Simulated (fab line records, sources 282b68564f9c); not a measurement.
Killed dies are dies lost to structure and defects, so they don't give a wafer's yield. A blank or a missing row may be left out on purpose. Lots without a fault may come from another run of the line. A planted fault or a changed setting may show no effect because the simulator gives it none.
Which tool did it? | flow rit_cmos | 14 lots, 42 wafers sampled, at 1 step of a route of 202

WHAT THE GAUGES READ, wafer by wafer
RIT_GATE_CD_MEAS_16: target cd 150 nm.
lot  | measured    | on        | cd_nm (nm)
L641 | day 2 14:11 | cd_sem-02 | 150 148 147
L642 | day 2 22:59 | cd_sem-01 | 153 150 152
L643 | day 3 00:51 | cd_sem-01 | 145 148 147
L644 | day 3 04:52 | cd_sem-01 | 149 151 149
L645 | day 3 11:24 | cd_sem-01 | 149 150 150
L646 | day 3 19:10 | cd_sem-02 | 150 149 150
L647 | day 3 23:11 | cd_sem-02 | 150 150 150
L653 | day 5 07:58 | cd_sem-02 | 146 149 146
L658 | day 6 07:34 | cd_sem-02 | 145 148 148
L659 | day 6 11:01 | cd_sem-01 | 146 147 149
L660 | day 6 12:29 | cd_sem-01 | 149 152 151
L662 | day 7 03:18 | cd_sem-01 | 152 149 150
L663 | day 7 08:01 | cd_sem-01 | 148 148 147
L664 | day 7 12:08 | cd_sem-02 | 151 150 149

WHICH TOOL RAN EACH LOT (tool, then ch and the chambers of the sampled wafers, then the start)
The record holds no process step before these readings.

WHAT THE TOOLS THEMSELVES READ (means of the sampled wafers that have a number; where no wafer has one, the mark that the record gives instead)
The record holds no such reading with a usual standard deviation.

THE ANSWER, worked out from the rows above alone
Rule: what is usual is taken from the lots themselves. Put in order of their means at a reading, lots are off if they are a third of the lots or fewer, leave a main group of 4 or more, and stand apart from it by a gap of 3 or more times the standard deviation of the main group's means; of several such gaps the widest counts. A main group whose means are all the same, to the digits that the tables above print for the reading, isn't used. A lot without any number at a reading at which 4 lots or more have one is off too. The other lots that the step has rows for count as sound. The gauges are gone through in route order, then the tools' own readings, and for those a lot's mean is taken as printed above. The first step at which some lot is off is used, and at that step the reading that is off furthest; a lot without a number counts as furthest.
No lot is off at any reading shown: from this, nothing can be told.

WHAT THE SIMULATOR HAD PUT IN
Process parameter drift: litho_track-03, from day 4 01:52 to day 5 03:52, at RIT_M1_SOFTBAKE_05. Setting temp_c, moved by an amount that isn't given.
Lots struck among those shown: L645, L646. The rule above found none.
